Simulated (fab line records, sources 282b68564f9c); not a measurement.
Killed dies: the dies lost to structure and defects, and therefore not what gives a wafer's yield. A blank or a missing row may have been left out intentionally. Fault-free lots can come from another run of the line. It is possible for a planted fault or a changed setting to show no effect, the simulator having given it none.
A struck lot beside a sound one	flow rit-cmos	17 steps out of a route of 202
Sound: wafers L657.1, L657.3, L657.5. Struck: wafers L665.4, L665.6. (L665.3 of the same lot was not struck and is left out.) The cause comes at the end.
For every step that has rows: the tool of each side, followed by ch and its chambers, followed by its first start. Under that, the readings that differ: sound wafers	struck wafers	difference of the means	sigmas: that difference in standard deviations of wafers without a fault.
alike: readings with means less than 2 such deviations apart, plus words and numbers identical on both sides. not compared: withheld readings, readings lacking a value on some wafer, bounds such as >300 that could conceal the same value, and numbers that have no deviation in the record and whose values overlap.
Wherever a step has rows on one side only, a row that says differs or no value, or a row with sigmas, the two part there. When numbers do not overlap yet have no deviation, they are printed without sigmas and do not part them. A reading missing from all wafers of one side parts the sides only when that side holds two or more wafers.

first, 4 steps without rows for these wafers: RIT_CONTACT_SOFTBAKE_04 (time 60 s); RIT_CONTACT_EXPOSE_05 (exposes mask M11, target cd 1000 nm); RIT_CONTACT_PEB_06; RIT_CONTACT_DEVELOP_07 (develop time 120 s).
RIT_CONTACT_CD_MEAS_08: target cd 1000 nm.
  struck on cd-sem-01, day 5 11:01; sound on cd-sem-01, day 3 16:19
reading	sound	struck	difference	sigmas
cd-nm (nm)	1004.5 1005.6 1005.1	998.1 999.2	-6.4	-3
RIT_CONTACT_OVL_MEAS_09:
  struck on overlay-02, day 5 11:06; sound on overlay-01, day 3 16:26
reading	sound	struck	difference	sigmas
CONTACT_OVL (nm)	0.7 2.5 -0.4	-3.2 -1.9	-3.5	-2
then, 1 step without rows for these wafers: RIT_CONTACT_HARDBAKE_10 (time 60 s).
RIT_CONTACT_ETCH_11: etches SiO2 in CHF3/CF4/Ar, stops on TiSi2, target depth 480 nm, time 320 s.
  sound on rie-diel-04 ch 0,2,3, day 3 16:37; struck on rie-diel-04 ch 0,3, day 5 11:17
  alike: O2_flow_sccm, drypump-motor-current-A, oes-product-au, throttle-valve-pct
  not compared: rf-hours-counter-h
RIT_CONTACT_STRIP_12: strips in O2, time 180 s.
  sound on plasma-asher-04 ch 0,1, day 3 16:49; struck on plasma-asher-04 ch 0,1, day 5 11:32
  alike: drypump-motor-current-A
  not compared: rf-hours-counter-h
RIT_CONTACT_CD_MEAS_90: target cd 1000 nm.
  struck on cd-sem-02, day 5 11:41; sound on cd-sem-02, day 3 16:59
reading	sound	struck	difference	sigmas
cd-nm (nm)	1004.2 1005.6 1004.9	997.8 999.0	-6.5	-3
then, 2 steps without rows for these wafers: RIT_CONTACT_CLEAN_13 (cleans in SC1, time 600 s); RIT_CONTACT_CLEAN_14 (cleans in SC2, time 600 s).
RIT_M1_SPUTTER_00: material Al, target thk 400 nm, time 500 s.
  struck on pvd-sputter-03, day 5 12:08; sound on pvd-sputter-03, day 3 17:29
reading	sound	struck	difference	sigmas
model.Al_of_M1_SPUTTER_00.thk-nm (nm)	397.9 400.4 401.7	416.4 415.7	+16.0	
  alike: throttle-valve-pct
RIT_M1_RS_MEAS_01: measurement is done with a four-point probe.
  struck on film-metro-01, day 5 12:28; sound on film-metro-04, day 3 17:47
reading	sound	struck	difference	sigmas
M1_AL_RS (ohm/sq)	0.0739 0.0735 0.0731	0.0706 0.0706	-0.0029	-3
  not compared: hold
RIT_M1_THK_MEAS_02: measures by xrf.
  struck on film-metro-01, day 5 12:34; sound on film-metro-04, day 3 17:54
  alike: M1_AL_THK
  not compared: hold
then, 1 step without rows for these wafers: RIT_M1_HMDS_03 (prime time 60 s).
RIT_M1_PROBE_99:
  struck on prober-01, day 5 16:26; sound on prober-01, day 3 21:40
reading	sound	struck	difference	sigmas
model.etest.m1.rs-ohm-sq	0.0725 0.07236 0.07245	0.06988 0.07029	-0.00235	
  alike: defect-limited-yield, killed-at-front-end, killed-dies, killed-open, killed-short
  not compared: hold

== WHERE THEY PART ==
Earliest at RIT_CONTACT_CD_MEAS_08; latest, in this record, at RIT_M1_RS_MEAS_01. Later steps at which nothing parts them and some readings are alike: RIT_M1_THK_MEAS_02, RIT_M1_PROBE_99.

WHY: the cause the simulator had injected
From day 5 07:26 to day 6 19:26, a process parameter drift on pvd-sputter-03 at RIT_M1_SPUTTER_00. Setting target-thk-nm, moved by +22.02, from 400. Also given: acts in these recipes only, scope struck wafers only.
